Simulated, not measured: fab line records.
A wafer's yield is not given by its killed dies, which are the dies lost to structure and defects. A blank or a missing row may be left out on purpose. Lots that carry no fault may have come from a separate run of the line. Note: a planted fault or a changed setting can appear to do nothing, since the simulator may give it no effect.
Which of the tools did it? | flow ritCmos | Sampling: 15 lots, 45 wafers, 2 of 202 route steps

## WHAT EACH GAUGE READ, for each wafer
RIT_ACTIVE_THK_MEAS_02.
lot  | measured    | on           | ACTIVE_OXIDE_THK (nm)
L643 | day 1 12:03 | filmMetro-01 | 47.0 46.7 47.2
L644 | day 1 19:03 | filmMetro-02 | 46.8 46.8 47.1
L645 | day 1 23:37 | filmMetro-04 | 49.2 49.3 48.6
L647 | day 2 09:01 | filmMetro-02 | 45.6 46.7 45.6
L648 | day 2 14:06 | filmMetro-04 | 47.3 47.8 47.6
L649 | day 2 18:10 | filmMetro-01 | 48.7 48.5 49.4
L650 | day 2 23:34 | filmMetro-01 | 47.1 46.8 47.3
L653 | day 3 14:05 | filmMetro-02 | 48.2 48.4 48.1
L654 | day 3 19:38 | filmMetro-01 | 47.6 47.5 47.0
L655 | day 4 00:03 | filmMetro-04 | 32.3 32.2 32.0
L656 | day 4 07:06 | filmMetro-02 | 32.2 33.4 33.1
L657 | day 4 10:14 | filmMetro-04 | 47.9 47.4 48.2
L660 | day 5 01:52 | filmMetro-02 | 47.0 47.0 47.3
L661 | day 5 06:04 | filmMetro-04 | 34.0 34.2 33.1
L665 | day 6 02:26 | filmMetro-02 | 48.2 47.0 48.2

## EACH LOT AND THE TOOL THAT RAN IT (in order: tool; ch and the chambers of the sampled wafers; start)
lot  | RIT_ACTIVE_OXIDATION_01
L643 | furnace-01 ch 0, day 1 10:07
L644 | furnace-03 ch 0, day 1 17:06
L645 | furnace-03 ch 0, day 1 21:41
L647 | furnace-01 ch 0, day 2 07:05
L648 | furnace-03 ch 0, day 2 12:10
L649 | furnace-03 ch 0, day 2 16:14
L650 | furnace-04 ch 0, day 2 21:38
L653 | furnace-03 ch 0, day 3 12:09
L654 | furnace-03 ch 0, day 3 17:43
L655 | furnace-03 ch 0, day 3 22:07
L656 | furnace-03 ch 0, day 4 05:09
L657 | furnace-04 ch 0, day 4 08:18
L660 | furnace-01 ch 0, day 4 23:56
L661 | furnace-03 ch 0, day 5 04:07
L665 | furnace-04 ch 0, day 6 00:30
- RIT_ACTIVE_OXIDATION_01: target thk 46.8 nm, ox time 3360 s.

## WHAT THE TOOLS THEMSELVES READ (means of the sampled wafers that have a number; where no wafer has one, the mark that the record gives instead)
RIT_ACTIVE_OXIDATION_01.
lot  | tool       | spikeTcCentreC (C) | spikeTcLoadC (C) | spikeTcSourceC (C) | tubeCenterTempC (C) | tube_center_temp_C_max | zonePowerLoadPct (%)
L643 | furnace-01 | 1003.4             | 1024.9           | 1024.2             | 999.99              | 1002.5                 | 35.4
L644 | furnace-03 | 1001.8             | 1023.1           | 1026.5             | 999.99              | 1002.5                 | 36.0
L645 | furnace-03 | 1000.8             | 1022.4           | 1026.8             | 999.99              | 1002.6                 | 36.2
L647 | furnace-01 | 1002.8             | 1024.4           | 1025.3             | 1000.02             | 1002.5                 | 35.0
L648 | furnace-03 | 1002.2             | 1022.8           | 1026.8             | 999.95              | 1002.6                 | 35.6
L649 | furnace-03 | 1001.1             | 1023.0           | 1026.8             | 1000.01             | 1002.3                 | 36.0
L650 | furnace-04 | 1003.2             | 1027.5           | 1028.1             | 999.95              | 1002.8                 | 37.3
L653 | furnace-03 | 1001.3             | 1023.2           | 1026.8             | 1000.10             | 1002.6                 | 36.1
L654 | furnace-03 | 1002.6             | 1022.9           | 1027.1             | 1000.07             | 1002.8                 | 35.7
L655 | furnace-03 | 962.9              | 982.7            | 986.7              | 960.90              | 963.7                  | 32.9
L656 | furnace-03 | 962.9              | 982.9            | 987.1              | 960.87              | 964.3                  | 32.6
L657 | furnace-04 | 1003.2             | 1026.3           | 1027.7             | 999.92              | 1001.9                 | 37.6
L660 | furnace-01 | 1002.7             | 1024.2           | 1024.8             | 1000.04             | 1002.6                 | 35.5
L661 | furnace-03 | 962.3              | 982.9            | 986.3              | 960.85              | 963.1                  | 32.4
L665 | furnace-04 | 1001.9             | 1027.6           | 1028.0             | 999.97              | 1002.3                 | 38.0

## THE ANSWER, worked out from the rows above alone
Rule: the lots themselves supply what counts as usual. Put in order of their means at a reading, lots are off if they are a third of the lots or fewer, leave a main group of 4 or more, and stand apart from it by a gap of 3 or more times the standard deviation of the main group's means; of several such gaps the widest counts. Not used: any main group whose means are identical at the precision the tables above print for the reading. A lot without any number at a reading at which 4 lots or more have one is off too. Where the step has rows for the other lots, those lots are counted as sound. The gauges are gone through in route order, then the tools' own readings, and for those a lot's mean is taken as printed above. At the first step where some lot is off, the reading lying furthest off is the one used; lots without a number count as furthest.
Off: L655, L656, L661, at RIT_ACTIVE_THK_MEAS_02 (ACTIVE_OXIDE_THK). The main group has a mean of 47.6 nm with a standard deviation of 0.83.
If a tool, at a process step before that reading, ran all the lots that are off and no sound lot after the first of them, it fits. Not tried: the gauges at RIT_ACTIVE_THK_MEAS_02; whatever is off there is also off at RIT_ACTIVE_OXIDATION_01, on other tools, and gauge error can't account for it. One fits: RIT_ACTIVE_OXIDATION_01 on furnace-03. Its last sound lot is L654 (day 3 17:43), its first lot that is off L655 (day 3 22:07): a fault that began between those two fits.
The tool's own readings at RIT_ACTIVE_OXIDATION_01 bear it out: on the lots that are off they differ by more than 5 times the standard deviation of the sound lots' means. spikeTcCentreC reads 962.7 C there against 1002.2 C on the sound lots; spikeTcLoadC reads 982.8 C there against 1024.4 C on the sound lots; spikeTcSourceC reads 986.7 C there against 1026.6 C on the sound lots; tubeCenterTempC reads 960.87 C there against 1000.00 C on the sound lots; tube_center_temp_C_max reads 963.7 there against 1002.5 on the sound lots.

## WHAT THE SIMULATOR PUT IN
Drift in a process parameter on furnace-03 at RIT_ACTIVE_OXIDATION_01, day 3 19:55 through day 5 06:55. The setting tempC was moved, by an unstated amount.
Struck lots among those shown: L655, L656, L661. Same finding as the rule above.
